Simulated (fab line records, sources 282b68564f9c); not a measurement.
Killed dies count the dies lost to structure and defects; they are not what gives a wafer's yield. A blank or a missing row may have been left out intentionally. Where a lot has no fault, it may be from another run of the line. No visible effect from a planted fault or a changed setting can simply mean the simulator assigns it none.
Which of the tools did it? + flow rit cmos + Sampling: 6 lots, 18 wafers, 2 of 202 route steps

WHAT THE GAUGES SHOWED, per wafer
RIT_NLDD_OVL_MEAS_06.
| lot  | measured    | on         | NLDD_OVL (nm)  |
|------|-------------|------------|----------------|
| L745 | day 3 02:05 | overlay-01 | -1.0 -0.9 -0.4 |
| L747 | day 3 16:26 | overlay-01 | 1.7 1.9 1.5    |
| L751 | day 4 10:33 | overlay-02 | 2.6 3.0 2.2    |
| L753 | day 4 23:02 | overlay-02 | 3.0 4.4 2.7    |
| L764 | day 7 02:38 | overlay-02 | 2.2 1.4 1.1    |
| L766 | day 7 13:25 | overlay-01 | 1.5 1.0 0.8    |

EACH LOT AND THE TOOL THAT RAN IT (in order: tool; ch and the chambers of the sampled wafers; start)
| lot  | RIT_NLDD_EXPOSE_03                 |
|------|------------------------------------|
| L745 | iline stepper-02 ch 0, day 3 01:41 |
| L747 | iline stepper-01 ch 0, day 3 16:03 |
| L751 | iline stepper-02 ch 0, day 4 10:10 |
| L753 | iline stepper-01 ch 0, day 4 22:38 |
| L764 | iline stepper-01 ch 0, day 7 02:14 |
| L766 | iline stepper-01 ch 0, day 7 13:01 |
- RIT_NLDD_EXPOSE_03: exposes mask M7, target cd 40700 nm.

THE ANSWER, worked out from the rows above alone
Rule: the usual values come from the lots themselves. The widest of any qualifying gaps counts: lots, ordered by their means at a reading, are off when they make up no more than a third of the lots, leave a main group of 4 or more, and stand apart from it by 3 or more times the standard deviation of that group's means. A main group is skipped when, at the precision printed for the reading in the tables above, its means are all equal. Also off: a lot with no number at a reading for which 4 or more lots have one. The other lots that the step has rows for count as sound.
No lot is off at any reading shown: from this, nothing can be told.

WHAT HAD BEEN PUT IN BY THE SIMULATOR
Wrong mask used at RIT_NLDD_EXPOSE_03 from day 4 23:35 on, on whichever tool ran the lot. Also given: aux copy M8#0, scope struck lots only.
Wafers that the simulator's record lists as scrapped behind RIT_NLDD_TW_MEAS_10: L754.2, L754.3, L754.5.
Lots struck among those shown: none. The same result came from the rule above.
